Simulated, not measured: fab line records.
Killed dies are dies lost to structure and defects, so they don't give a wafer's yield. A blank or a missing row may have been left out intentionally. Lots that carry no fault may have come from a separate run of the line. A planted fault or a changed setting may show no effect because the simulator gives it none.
The tool behind it: which one?	flow berkeleyCmos170	Sampling: 14 lots, 42 wafers, 2 of 331 route steps

WHAT EACH GAUGE READ, for each wafer
UCB170_PWELL_THK_MEAS_06.
lot	measured	on	PWELL_NITRIDE_THK (nm)
L443	day 3 02:30	filmMetro-02	218.7 219.7 221.5
L446	day 3 15:11	filmMetro-01	222.1 221.4 220.2
L450	day 4 12:33	filmMetro-02	219.4 220.1 220.4
L451	day 4 20:11	filmMetro-01	220.9 218.9 219.7
L452	day 4 20:11	filmMetro-04	217.5 218.7 217.7
L453	day 5 08:16	filmMetro-04	125.6 122.6 125.2
L454	day 5 14:45	filmMetro-04	219.3 220.1 219.1
L455	day 5 21:08	filmMetro-04	128.2 127.8 126.5
L457	day 6 03:54	filmMetro-04	220.0 220.2 222.4
L459	day 6 03:54	filmMetro-01	224.2 224.4 224.0
L458	day 6 11:11	filmMetro-04	218.5 217.5 216.8
L464	day 7 17:39	filmMetro-02	220.7 222.8 221.7
L465	day 7 17:40	filmMetro-04	222.3 223.4 223.5
L466	day 7 22:54	filmMetro-02	221.0 222.5 220.4

WHICH TOOL RAN EACH LOT (tool, then ch and the chambers of the sampled wafers, then the start)
lot	UCB170_PWELL_CVD_05
L443	lpcvd-02 ch 1, day 3 00:35
L446	lpcvd-01 ch 1, day 3 13:07
L450	lpcvd-02 ch 0, day 4 10:38
L451	lpcvd-02 ch 1, day 4 17:18
L452	lpcvd-02 ch 0, day 4 17:18
L453	lpcvd-02 ch 0, day 5 05:23
L454	lpcvd-01 ch 1, day 5 12:50
L455	lpcvd-02 ch 0, day 5 19:12
L457	lpcvd-01 ch 1, day 6 01:59
L459	lpcvd-01 ch 0, day 6 01:59
L458	lpcvd-01 ch 1, day 6 09:16
L464	lpcvd-01 ch 1, day 7 15:43
L465	lpcvd-01 ch 1, day 7 15:43
L466	lpcvd-01 ch 0, day 7 20:58
- UCB170_PWELL_CVD_05: deposits Si3N4 from SiH2Cl2/NH3, target thk 220 nm, time 3300 s.

WHAT THE TOOLS THEMSELVES READ (means of the sampled wafers that have a number; where no wafer has one, the mark that the record gives instead)
UCB170_PWELL_CVD_05.
lot	tool	zonePowerSourcePct (%)
L443	lpcvd-02	20.7
L446	lpcvd-01	19.0
L450	lpcvd-02	20.4
L451	lpcvd-02	20.6
L452	lpcvd-02	20.6
L453	lpcvd-02	20.5
L454	lpcvd-01	19.0
L455	lpcvd-02	20.6
L457	lpcvd-01	19.0
L459	lpcvd-01	19.9
L458	lpcvd-01	18.9
L464	lpcvd-01	18.8
L465	lpcvd-01	19.1
L466	lpcvd-01	19.7

THE ANSWER, worked out from the rows above alone
Rule: the usual values come from the lots themselves. The widest of any qualifying gaps counts: lots, ordered by their means at a reading, are off when they make up no more than a third of the lots, leave a main group of 4 or more, and stand apart from it by 3 or more times the standard deviation of that group's means. A main group whose means are all the same, to the digits that the tables above print for the reading, isn't used. A lot without any number at a reading at which 4 lots or more have one is off too. Any other lot the step has rows for is counted as sound. Order of review: gauges by route order, followed by the tools' own readings, for which a lot's mean as printed above is used. At the first step where some lot is off, the reading lying furthest off is the one used; lots without a number count as furthest.
Off: L453, L455, at UCB170_PWELL_THK_MEAS_06 (PWELL_NITRIDE_THK). For the main group the mean is 220.6 nm and the standard deviation 1.8.
A tool fits if, at a process step before that reading, it ran every lot that is off, and no sound lot after the first of them. The gauges at UCB170_PWELL_THK_MEAS_06 are tried like those tools. One fits: UCB170_PWELL_CVD_05 on lpcvd-02. Its last sound lot is L451 (day 4 17:18), its first lot that is off L453 (day 5 05:23): a fault that began between those two fits.

WHAT THE SIMULATOR PUT IN
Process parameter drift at UCB170_PWELL_CVD_05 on lpcvd-02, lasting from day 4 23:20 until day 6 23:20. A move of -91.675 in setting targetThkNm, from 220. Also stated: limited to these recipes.
Struck lots among those shown: L453, L455. The rule above reached the same finding.
